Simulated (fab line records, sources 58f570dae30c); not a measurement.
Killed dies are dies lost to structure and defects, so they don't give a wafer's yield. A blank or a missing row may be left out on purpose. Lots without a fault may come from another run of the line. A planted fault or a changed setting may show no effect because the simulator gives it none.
fab line records | flow berkeley_cmos170
record lots=24 wafers=72 last_day=12
route steps=331 shown START@1 ZERO@13 PWELL@48 NVT@110 M1@249 V1@257
lots that met no fault: from a run of the same line without faults
start_h: hours from the record's first day to the start of the lot's first wafer shown | wait_h: hours since the lot's step before | " the same as in the row above | L1.1+2: a row that stands for several wafers | - no value, or no start given | * or withheld: withheld | < > ~ a bound
route shown NAME@n: a module of which the file shows steps, and the number in the route of the first | usual: mean/standard deviation of fault-free wafers | same: alike in all rows | chamber/n: place in a boat | sites: the reading at each site | _std_site: their standard deviation | _edge_site: outer sites' mean less inner sites' | radius_mm: how far each site lies from the wafer's centre | mask NAME#n: copy n | behind: the tool/chamber that last shaped the wafer | hold: why the lot was held/for how many hours/how that ended | device: the transistor (n, p or np) that didn't switch | end of line: the same wafers' tests at the end of the route | a step without rows: its recipe alone | killed: dies lost to structure and defects at the first sort, not the wafer's yield | map: a wafer's dies, x killed, . not, _ none there
set.NAME: the setting as run; set.NAME@STEP: as run at that earlier step | model.NAME: the simulator's own value behind a step, which no gauge read
steps of the route over a sample of lots; a table a step, a row a wafer
services: from which hour (start_h, from the record's first day; less than 0 if before it) a tool's chamber was out of use, for how many hours, and why
## steps
# step UCB170_START_BOW_MEAS_00
# recipe mode=bow
# usual INCOMING_BOW=1/6.4
# columns lot.wafer tool chamber start_h wait_h INCOMING_BOW[um]
L074.1 film_metro-01 - 10.00 - 5
L074.3 " - " " 7
L074.6 " - " " 5
L075.1 film_metro-03 - 15.00 - 0
L075.3 " - " " 6
L075.5 " - " " 5
L076.3 film_metro-02 - 20.04 - -5
L076.4 " - " " 1
L076.6 " - " " -1
L077.1 film_metro-02 - 25.05 - -8
L077.3 " - " " 8
L077.5 " - " " 10
L078.1 film_metro-01 - 30.00 - -4
L078.3 " - " " 19
L078.5 " - " " -4
L079.1 film_metro-02 - 35.00 - 9
L079.4 " - " " -4
L079.5 " - " " -8
L080.1 film_metro-01 - 40.00 - 5
L080.2 " - " " -4
L080.3 " - " " 10
L081.2 film_metro-02 - 45.02 - 1
L081.4 " - " " 3
L081.5 " - " " -2
L082.3 film_metro-03 - 50.04 - -2
L082.4 " - " " 6
L082.6 " - " " -6
L083.1 film_metro-02 - 55.00 - -2
L083.3 " - " " -6
L083.4 " - " " -10
L084.2 film_metro-03 - 60.02 - -12
L084.5 " - " " 1
L084.6 " - " " 9
L085.1 film_metro-03 - 65.00 - 1
L085.2 " - " " -10
L085.5 " - " " 5
L086.3 film_metro-02 - 70.04 - -4
L086.4 " - " " 7
L086.6 " - " " -7
L087.1 film_metro-03 - 75.00 - -9
L087.3 " - " " -5
L087.6 " - " " -4
L088.1 film_metro-02 - 80.00 - 1
L088.3 " - " " 4
L088.5 " - " " 9
L089.1 film_metro-01 - 85.00 - 2
L089.3 " - " " -10
L089.4 " - " " -1
L090.2 film_metro-02 - 90.02 - -12
L090.5 " - " " -2
L090.6 " - " " 5
L091.1 film_metro-03 - 95.00 - 3
L091.2 " - " " 7
L091.6 " - " " -8
L092.1 film_metro-03 - 100.00 - 4
L092.3 " - " " 9
L092.4 " - " " 0
L093.1 film_metro-02 - 105.00 - -2
L093.2 " - " " -7
L093.5 " - " " 2
L094.3 film_metro-01 - 110.04 - 3
L094.4 " - " " 3
L094.5 " - " " -1
L095.3 film_metro-02 - 115.04 - 11
L095.5 " - " " 1
L095.6 " - " " -3
L096.4 film_metro-01 - 120.06 - -11
L096.5 " - " " 3
L096.6 " - " " 3
L097.2 film_metro-02 - 125.02 - 1
L097.3 " - " " 10
L097.5 " - " " 3
# step UCB170_ZERO_STRIP_07
# recipe chemistry=O2 power_w=400 pressure_mtorr=3500 platen_temp_c=withheld o2_flow_sccm=400 overash_fraction=0.5
# usual drypump_motor_current_A=5.6/0.39 oes_product_au=0.727/0.0048 strip_time_to_endpoint_s=21.49/0.064
# columns lot.wafer tool chamber start_h wait_h drypump_motor_current_A oes_product_au rf_hours_counter_h strip_time_to_endpoint_s
L074.1 plasma_asher-04 1 21.43 0.0 5.9 0.728 30 21.40
L074.3 " 1 " " 5.9 0.729 - 21.44
L074.6 " 1 " " 5.9 0.723 - 21.37
L075.1 plasma_asher-03 1 26.43 0.0 5.8 0.727 31 21.56
L075.3 " 0 " " 6.3 0.727 - 21.57
L075.5 " 0 " " 6.4 0.725 - 21.54
L076.3 plasma_asher-03 0 27.74 0.0 6.3 0.722 - 21.60
L076.4 " 1 " " 5.7 0.729 - 21.54
L076.6 " 0 " " 6.3 0.731 - 21.57
L077.1 plasma_asher-04 0 33.55 0.0 5.6 0.726 32 21.50
L077.3 " 0 " " 5.6 0.735 - 21.50
L077.5 " 0 " " 5.6 0.724 - 21.51
L079.1 plasma_asher-01 1 41.11 0.0 5.6 0.724 32 21.50
L079.4 " 1 " " 5.7 0.729 - 21.41
L079.5 " 1 " " 5.6 0.726 - 21.37
L078.1 plasma_asher-03 0 41.20 0.0 6.4 0.729 33 21.57
L078.3 " 0 " " 6.3 0.735 - 21.50
L078.5 " 0 " " 6.3 0.730 - 21.59
L080.1 plasma_asher-03 0 51.34 0.0 6.4 0.735 34 21.47
L080.2 " 1 " " 5.8 0.721 34 21.54
L080.3 " 1 " " 5.8 0.729 - 21.52
L082.3 plasma_asher-03 0 59.67 0.0 6.3 0.722 - 21.44
L082.4 " 1 " " 5.8 0.731 - 21.53
L082.6 " 0 " " 6.3 0.725 - 21.47
L081.2 plasma_asher-04 0 59.81 0.0 5.6 0.731 35 21.48
L081.4 " 0 " " 5.5 0.728 - 21.55
L081.5 " 0 " " 5.5 0.726 - 21.48
L083.1 plasma_asher-01 1 67.37 0.0 5.7 0.728 35 21.54
L083.3 " 1 " " 5.6 0.725 - 21.44
L083.4 " 0 " " 5.0 0.733 - 21.47
L084.2 plasma_asher-01 0 71.60 0.0 5.0 0.729 35 21.58
L084.5 " 0 " " 5.0 0.728 - 21.62
L084.6 " 1 " " 5.7 0.732 - 21.55
L085.1 plasma_asher-01 1 75.19 0.0 5.7 0.733 36 21.37
L085.2 " 0 " " 5.0 0.725 36 21.44
L085.5 " 0 " " 5.0 0.724 - 21.45
L086.3 plasma_asher-04 1 78.97 0.0 5.9 0.728 - 21.45
L086.4 " 0 " " 5.5 0.733 - 21.35
L086.6 " 1 " " 5.9 0.716 - 21.38
L087.1 plasma_asher-04 1 86.52 0.0 5.9 0.724 37 21.50
L087.3 " 1 " " 5.9 0.725 - 21.44
L087.6 " 1 " " 5.9 0.728 - 21.41
L088.1 plasma_asher-01 1 90.64 0.0 5.6 0.731 37 21.54
L088.3 " 1 " " 5.7 0.731 - 21.44
L088.5 " 1 " " 5.7 0.723 - 21.50
L089.1 plasma_asher-01 0 93.10 0.0 5.0 0.722 38 21.54
L089.3 " 0 " " 5.0 0.735 - 21.45
L089.4 " 1 " " 5.6 0.731 - 21.48
L090.2 plasma_asher-01 1 97.07 0.0 5.7 0.729 38 21.47
L090.5 " 0 " " 5.0 0.727 - 21.58
L090.6 " 1 " " 5.6 0.728 - 21.50
L091.1 plasma_asher-04 0 102.70 0.0 5.5 0.718 39 21.51
L091.2 " 1 " " 5.9 0.730 39 21.54
L091.6 " 0 " " 5.5 0.730 - 21.55
L092.1 plasma_asher-04 1 106.99 0.0 5.9 0.721 40 21.50
L092.3 " 1 " " 5.9 0.735 - 21.55
L092.4 " 0 " " 5.5 0.727 - 21.46
L093.1 plasma_asher-04 1 111.44 0.0 5.9 0.728 40 21.60
L093.2 " 0 " " 5.5 0.728 40 21.56
L093.5 " 1 " " 5.9 0.728 - 21.49
L094.3 plasma_asher-01 1 121.03 0.0 5.7 0.735 - 21.38
L094.4 " 0 " " 5.0 0.731 - 21.37
L094.5 " 1 " " 5.6 0.731 - 21.41
L095.3 plasma_asher-01 1 126.04 0.0 5.7 0.721 - 21.59
L095.5 " 0 " " 5.0 0.725 - 21.63
L095.6 " 1 " " 5.7 0.724 - 21.51
L096.4 plasma_asher-01 1 130.71 0.0 5.7 0.725 - 21.46
L096.5 " 1 " " 5.7 0.729 - 21.47
L096.6 " 0 " " 5.0 0.736 - 21.51
L097.2 plasma_asher-01 1 133.70 0.0 5.7 0.722 43 21.51
L097.3 " 0 " " 5.0 0.726 - 21.54
L097.5 " 1 " " 5.7 0.733 - 21.50
# step UCB170_PWELL_ETCH_14
# recipe chemistry=CH3F/Ar/O2 target=Si3N4 stop_on=SiO2 CH3F_flow_sccm=20 Ar_flow_sccm=50 O2_flow_sccm=7 pressure_mtorr=50 rf_w=450 target_depth_a=2420 over_etch_frac=0.1 time_s=151
# usual O2_flow_sccm=6.998/0.023 drypump_motor_current_A=5.46/0.29 oes_product_au=0.935/0.015 throttle_valve_pct=8.09/0.12
# columns lot.wafer tool chamber start_h wait_h O2_flow_sccm drypump_motor_current_A oes_product_au rf_hours_counter_h throttle_valve_pct
L074.1 rie_diel-01 3 48.15 0.0 6.999 5.81 0.933 124 8.12
L074.3 " 2 " " 6.986 5.38 0.923 25 7.97
L074.6 " 3 " " 6.966 5.80 0.940 - 8.12
L075.1 rie_diel-04 1 59.26 0.0 6.998 4.94 0.954 168 8.20
L075.3 " 3 " " 7.020 5.11 0.921 58 8.24
L075.5 " 2 " " 6.976 5.60 0.937 - 7.96
L076.3 rie_diel-02 0 59.55 0.0 7.000 4.94 0.948 30 8.19
L076.4 " 3 " " 7.005 5.82 0.970 - 8.14
L076.6 " 1 " " 6.928 4.94 0.946 - 8.07
L077.1 rie_diel-01 1 65.02 0.0 6.991 5.50 0.911 1 8.09
L077.3 " 0 " " 6.996 5.57 0.953 62 8.23
L077.5 " 2 " " 6.972 5.38 0.941 - 7.96
L078.1 rie_diel-04 1 71.73 0.0 7.044 4.89 0.966 168 8.19
L078.3 " 3 " " 7.002 5.08 0.912 59 8.28
L078.5 " 3 " " 6.999 5.07 0.921 - 8.25
L079.1 rie_diel-01 0 72.26 0.0 7.005 5.56 0.941 62 8.21
L079.4 " 2 " " 7.011 5.38 0.935 27 7.97
L079.5 " 3 " " 6.961 5.81 0.936 - 8.14
L080.1 rie_diel-04 0 85.15 0.0 7.008 5.59 0.934 15 7.82
L080.2 " 3 " " 6.965 5.10 0.924 60 8.25
L080.3 " 2 " " 7.004 5.60 0.942 97 7.96
L082.3 rie_diel-01 0 92.13 0.0 6.993 5.56 0.944 63 8.23
L082.4 " 2 " " 7.008 5.39 0.922 28 7.97
L082.6 " 1 " " 6.977 5.51 0.912 - 8.09
L081.2 rie_diel-02 1 92.19 0.0 6.963 4.95 0.935 105 8.07
L081.4 " 2 " " 6.985 5.82 0.922 44 8.07
L081.5 " 0 " " 6.986 4.93 0.943 - 8.17
L083.1 rie_diel-01 3 98.91 0.0 7.004 5.78 0.931 127 8.12
L083.3 " 0 " " 6.991 5.57 0.932 63 8.22
L083.4 " 1 " " 6.976 5.53 0.901 3 8.11
L084.2 rie_diel-04 0 99.03 0.0 6.997 5.55 0.946 16 7.83
L084.5 " 0 " " 7.027 5.58 0.935 - 7.82
L084.6 " 3 " " 6.983 5.11 0.922 - 8.26
L085.1 rie_diel-01 0 103.93 0.0 6.975 5.57 0.935 64 8.22
L085.2 " 2 " " 6.981 5.39 0.938 28 7.97
L085.5 " 0 " " 7.007 5.57 0.936 - 8.22
L086.3 rie_diel-02 0 103.95 0.0 6.981 4.92 0.948 32 8.18
L086.4 " 2 " " 6.989 5.81 0.917 45 8.08
L086.6 " 3 " " 6.964 5.78 0.952 - 8.13
L087.1 rie_diel-01 3 109.90 0.0 7.016 5.78 0.938 128 8.11
L087.3 " 0 " " 6.997 5.57 0.948 64 8.21
L087.6 " 3 " " 7.010 5.78 0.941 - 8.13
L090.2 rie_diel-01 1 122.00 0.0 7.013 5.53 0.912 3 8.09
L090.5 " 1 " " 7.008 5.51 0.914 - 8.09
L090.6 " 2 " " 6.991 5.39 0.934 - 7.97
L089.1 rie_diel-02 2 122.40 0.0 6.974 5.82 0.941 46 8.09
L089.3 " 1 " " 7.003 4.92 0.951 106 8.08
L089.4 " 3 " " 6.990 5.80 0.970 125 8.13
L088.1 rie_diel-04 0 122.64 0.0 7.001 5.58 0.942 17 7.84
L088.3 " 3 " " 7.006 5.11 0.922 62 8.25
L088.5 " 2 " " 6.975 5.63 0.938 - 7.96
L091.1 rie_diel-01 3 131.06 0.0 6.985 5.80 0.947 129 8.12
L091.2 " 0 " " 7.034 5.58 0.938 65 8.22
L091.6 " 2 " " 6.985 5.38 0.934 - 7.99
L092.1 rie_diel-01 2 142.34 0.0 7.000 5.39 0.930 30 7.96
L092.3 " 1 " " 6.973 5.52 0.908 5 8.10
L092.4 " 3 " " 6.984 5.81 0.936 130 8.11
L093.1 rie_diel-02 1 145.99 0.0 6.988 4.93 0.956 107 8.06
L093.2 " 3 " " 7.005 5.80 0.970 126 8.13
L093.5 " 3 " " 7.027 5.79 0.973 - 8.14
L094.3 rie_diel-01 1 153.08 0.0 7.040 5.52 0.910 5 8.09
L094.4 " 2 " " 7.030 5.39 0.926 31 7.97
L094.5 " 2 " " 7.015 5.40 0.927 - 7.97
L095.3 rie_diel-04 0 153.36 0.0 7.016 5.64 0.941 18 7.84
L095.5 " 2 " " 7.024 5.59 0.934 - 7.95
L095.6 " 3 " " 7.017 5.11 0.914 - 8.25
L096.4 rie_diel-01 0 162.93 0.0 7.017 5.55 0.937 66 8.23
L096.5 " 1 " " 7.024 5.53 0.912 - 8.11
L096.6 " 0 " " 6.996 5.55 0.941 - 8.20
L097.2 rie_diel-01 3 169.58 0.0 6.961 5.81 0.942 131 8.13
L097.3 " 1 " " 6.995 5.51 0.906 6 8.11
L097.5 " 2 " " 6.987 5.41 0.925 - 7.96
# step UCB170_NVT_OVL_MEAS_06
# usual NVT_OVL=0/5.1
# columns lot.wafer tool chamber start_h wait_h NVT_OVL[nm]
L074.1 overlay-01 - 104.41 - -13
L074.3 " - " " -8
L074.6 " - " " -7
L076.3 overlay-02 - 116.67 - 0
L076.4 " - " " 5
L076.6 " - " " 6
L075.1 overlay-01 - 116.96 - -8
L075.3 " - " " 1
L075.5 " - " " 6
L077.1 overlay-02 - 117.51 - 1
L077.3 " - " " -2
L077.5 " - " " 8
L078.1 overlay-01 - 127.23 - -14
L078.3 " - " " -4
L078.5 " - " " -10
L079.1 overlay-02 - 133.16 - -6
L079.4 " - " " -3
L079.5 " - " " -4
L080.1 overlay-02 - 140.91 - -2
L080.2 " - " " -2
L080.3 " - " " -3
L081.2 overlay-01 - 152.55 - -1
L081.4 " - " " -3
L081.5 " - " " -1
L082.3 overlay-01 - 152.83 - -5
L082.4 " - " " -4
L082.6 " - " " -7
L085.1 overlay-02 - 160.90 - -8
L085.2 " - " " -5
L085.5 " - " " -8
L083.1 overlay-02 - 160.97 - -3
L083.3 " - " " 0
L083.4 " - " " 7
L086.3 overlay-01 - 161.16 - -2
L086.4 " - " " -5
L086.6 " - " " -10
L084.2 overlay-01 - 161.43 - 3
L084.5 " - " " 1
L084.6 " - " " 0
L087.1 overlay-02 - 171.12 - -1
L087.3 " - " " 5
L087.6 " - " " 16
L090.2 overlay-01 - 188.06 - 0
L090.5 " - " " 2
L090.6 " - " " 1
L088.1 overlay-02 - 188.53 - -1
L088.3 " - " " -5
L088.5 " - " " -2
L089.1 overlay-01 - 188.57 - 3
L089.3 " - " " 13
L089.4 " - " " 8
L091.1 overlay-01 - 194.38 - 1
L091.2 " - " " 0
L091.6 " - " " 1
L092.1 overlay-01 - 199.65 - 3
L092.3 " - " " -4
L092.4 " - " " -5
L093.1 overlay-01 - 212.26 - 0
L093.2 " - " " -4
L093.5 " - " " -2
L094.3 overlay-01 - 222.77 - 9
L094.4 " - " " 8
L094.5 " - " " 10
L095.3 overlay-02 - 223.01 - 3
L095.5 " - " " -5
L095.6 " - " " 0
L096.4 overlay-01 - 232.60 - -1
L096.5 " - " " -6
L096.6 " - " " -6
L097.2 overlay-02 - 232.87 - 8
L097.3 " - " " -1
L097.5 " - " " 0
# step UCB170_M1_ETCH_11
# recipe chemistry=N2/H2 target_depth_a=withheld overetch_a=withheld target=BARC time_s=withheld source_w=500 bias_w=100 pressure_mtorr=30 n2_flow_sccm=100 h2_flow_sccm=200
# usual drypump_motor_current_A=5.5/0.39 h2_flow_sccm=200.0/0.62 oes_product_au=1.003/0.026 throttle_valve_pct=13.28/0.16
# columns lot.wafer tool chamber start_h wait_h drypump_motor_current_A h2_flow_sccm oes_product_au throttle_valve_pct
L074.1 rie_diel-02 3 144.20 0.0 5.8 201.1 1.048 13.41
L074.3 " 1 " " 5.0 200.9 1.029 13.23
L074.6 " 1 " " 5.0 200.3 1.029 13.25
L077.1 rie_diel-04 1 152.55 0.0 4.9 199.6 0.955 13.39
L077.3 " 3 " " 5.1 200.5 0.952 13.39
L077.5 " 0 " " 5.6 200.6 0.982 13.06
L076.3 rie_diel-03 2 152.83 0.0 5.6 199.9 1.022 13.35
L076.4 " 3 " " 5.5 200.2 1.021 13.44
L076.6 " 1 " " 6.2 199.8 1.039 13.36
L075.1 rie_diel-04 3 154.11 0.0 5.1 201.0 0.973 13.41
L075.3 " 0 " " 5.6 199.8 0.983 13.07
L075.5 " 2 " " 5.6 199.6 0.985 13.12
L078.1 rie_diel-02 0 169.15 0.0 4.9 199.9 1.002 13.42
L078.3 " 1 " " 5.0 200.3 1.038 13.23
L078.5 " 2 " " 5.8 200.3 0.994 13.31
L079.1 rie_diel-04 0 170.11 0.0 5.6 199.7 0.988 13.08
L079.4 " 1 " " 5.0 198.7 0.967 13.38
L079.5 " 1 " " 4.9 200.0 0.970 13.40
L080.1 rie_diel-02 1 179.77 0.0 5.0 200.5 1.037 13.24
L080.2 " 0 " " 4.9 199.9 0.996 13.39
L080.3 " 3 " " 5.8 200.2 1.050 13.44
L081.2 rie_diel-04 3 187.39 0.0 5.1 200.2 0.965 13.38
L081.4 " 2 " " 5.6 200.1 0.983 13.12
L081.5 " 0 " " 5.6 200.1 0.990 13.06
L082.3 rie_diel-03 0 188.48 0.0 5.8 198.8 1.016 12.87
L082.4 " 3 " " 5.5 199.0 1.024 13.45
L082.6 " 1 " " 6.2 201.1 1.041 13.37
L083.1 rie_diel-03 0 197.64 0.0 5.8 200.8 1.013 12.87
L083.3 " 1 " " 6.2 201.6 1.030 13.37
L083.4 " 2 " " 5.6 199.5 1.015 13.35
L084.2 rie_diel-04 0 199.60 0.0 5.6 200.1 1.000 13.06
L084.5 " 3 " " 5.1 199.1 0.964 13.38
L084.6 " 2 " " 5.6 199.6 0.997 13.12
L086.3 rie_diel-04 0 199.95 0.0 5.6 200.1 0.995 13.07
L086.4 " 2 " " 5.6 199.1 0.989 13.13
L086.6 " 2 " " 5.6 199.8 1.001 13.13
L085.1 rie_diel-03 0 200.15 0.0 5.8 200.4 1.011 12.87
L085.2 " 2 " " 5.6 198.9 1.017 13.35
L085.5 " 3 " " 5.5 200.4 1.019 13.44
L087.1 rie_diel-02 1 209.64 0.0 4.9 199.7 1.037 13.23
L087.3 " 0 " " 5.0 199.9 1.003 13.40
L087.6 " 1 " " 4.9 199.9 1.026 13.24
L090.2 rie_diel-03 1 227.45 0.0 6.2 200.0 1.028 13.37
L090.5 " 0 " " 5.8 199.1 1.012 12.87
L090.6 " 3 " " 5.5 200.6 1.019 13.45
L089.1 rie_diel-04 2 228.44 0.0 5.6 200.2 1.008 13.11
L089.3 " 1 " " 4.9 199.4 0.963 13.38
L089.4 " 3 " " 5.1 200.4 0.958 13.40
L088.1 rie_diel-04 3 230.10 0.0 5.1 199.4 0.974 13.39
L088.3 " 1 " " 4.9 200.5 0.970 13.39
L088.5 " 3 " " 5.1 200.3 0.971 13.39
L091.1 rie_diel-02 1 230.63 0.0 5.0 201.7 1.025 13.23
L091.2 " 2 " " 5.8 200.4 0.992 13.34
L091.6 " 1 " " 5.0 201.3 1.023 13.24
L092.1 rie_diel-04 0 241.11 0.0 5.6 200.4 1.003 13.07
L092.3 " 1 " " 5.0 199.5 0.971 13.39
L092.4 " 2 " " 5.6 199.0 1.007 13.13
L093.1 rie_diel-03 1 249.89 0.0 6.2 199.5 1.035 13.36
L093.2 " 3 " " 5.5 199.6 1.021 13.45
L093.5 " 3 " " 5.6 199.1 1.012 13.44
L095.3 rie_diel-03 0 259.89 0.0 5.8 199.3 1.020 12.86
L095.5 " 1 " " 6.2 199.9 1.041 13.37
L095.6 " 2 " " 5.6 199.5 1.024 13.36
L094.3 rie_diel-03 0 260.72 0.0 5.8 200.0 1.011 12.88
L094.4 " 1 " " 6.2 200.1 1.040 13.35
L094.5 " 2 " " 5.6 201.2 1.023 13.35
L096.4 rie_diel-04 1 269.25 0.0 4.9 200.4 0.972 13.38
L096.5 " 2 " " 5.6 200.4 1.000 13.13
L096.6 " 1 " " 4.9 201.5 0.959 13.37
L097.2 rie_diel-04 1 269.91 0.0 4.9 199.9 0.960 13.40
L097.3 " 2 " " 5.6 200.0 1.005 13.13
L097.5 " 0 " " 5.6 199.4 0.989 13.07
# step UCB170_V1_BOW_MEAS_03
# recipe mode=bow
# usual V1_BOW=19/6.7
# columns lot.wafer tool chamber start_h wait_h V1_BOW[um]
L074.1 film_metro-01 - 147.74 0.1 24
L074.3 " - " " 25
L074.6 " - " " 23
L077.1 film_metro-04 - 158.27 0.1 12
L077.3 " - " " 27
L077.5 " - " " 30
L076.3 film_metro-04 - 158.61 0.2 13
L076.4 " - " " 17
L076.6 " - " " 16
L075.1 film_metro-04 - 158.87 0.2 23
L075.3 " - " " 28
L075.5 " - " " 27
L078.1 film_metro-04 - 173.92 0.1 15
L078.3 " - " " 37
L078.5 " - " " 14
L079.1 film_metro-01 - 173.98 0.1 29
L079.4 " - " " 15
L079.5 " - " " 11
L080.1 film_metro-02 - 184.93 0.2 24
L080.2 " - " " 17
L080.3 " - " " 29
L081.2 film_metro-01 - 194.39 0.1 19
L081.4 " - " " 21
L081.5 " - " " 13
L082.3 film_metro-04 - 194.41 0.2 16
L082.4 " - " " 22
L082.6 " - " " 12
L083.1 film_metro-01 - 204.22 0.2 17
L083.3 " - " " 13
L083.4 " - " " 10
L084.2 film_metro-04 - 204.24 0.1 7
L084.5 " - " " 21
L084.6 " - " " 29
L085.1 film_metro-04 - 204.52 0.1 24
L085.2 " - " " 12
L085.5 " - " " 25
L086.3 film_metro-02 - 204.56 0.2 17
L086.4 " - " " 27
L086.6 " - " " 13
L087.1 film_metro-04 - 217.54 0.1 8
L087.3 " - " " 12
L087.6 " - " " 13
L090.2 film_metro-01 - 232.83 0.2 5
L090.5 " - " " 16
L090.6 " - " " 23
L089.1 film_metro-02 - 233.11 0.1 20
L089.3 " - " " 8
L089.4 " - " " 18
L088.1 film_metro-04 - 233.41 0.1 16
L088.3 " - " " 19
L088.5 " - " " 25
L091.1 film_metro-01 - 235.12 0.2 21
L091.2 " - " " 25
L091.6 " - " " 10
L092.1 film_metro-02 - 248.41 0.2 23
L092.3 " - " " 29
L092.4 " - " " 20
L093.1 film_metro-01 - 258.07 0.1 14
L093.2 " - " " 9
L093.5 " - " " 18
L094.3 film_metro-04 - 266.46 0.1 23
L094.4 " - " " 24
L094.5 " - " " 19
L095.3 film_metro-02 - 266.46 0.2 26
L095.5 " - " " 19
L095.6 " - " " 13
L096.4 film_metro-02 - 277.46 0.3 8
L096.5 " - " " 22
L096.6 " - " " 24
L097.2 film_metro-04 - 277.72 0.2 17
L097.3 " - " " 27
L097.5 " - " " 18
## services
# columns tool chamber start_h hours kind
rie_diel-01 1 6.20 15.9 repair
rie_diel-03 - 29.03 0.6 repair
rie_diel-01 0 31.43 5.1 repair
rie_diel-04 - 32.22 2.8 pm
rie_diel-02 0 33.81 22.0 repair
plasma_asher-04 - 41.46 4.3 pm
rie_diel-02 1 41.78 9.2 repair
rie_diel-03 - 42.45 14.6 pm
rie_diel-02 2 42.87 42.9 repair
rie_diel-04 1 60.30 9.7 repair
rie_diel-02 0 74.47 2.4 repair
plasma_asher-03 - 108.75 9.0 pm
plasma_asher-03 - 117.75 14.6 pm
rie_diel-03 0 148.56 7.9 repair
rie_diel-02 2 174.30 11.2 repair
rie_diel-02 0 185.32 1.3 repair
rie_diel-02 0 188.46 7.2 repair
rie_diel-02 2 197.88 4.0 repair
rie_diel-04 1 205.34 3.3 repair
rie_diel-01 - 234.44 2.8 pm
rie_diel-02 - 244.89 2.8 pm
rie_diel-03 - 245.44 2.7 repair
rie_diel-01 0 254.25 9.5 repair
plasma_asher-04 - 261.47 6.5 repair
## key
fault none
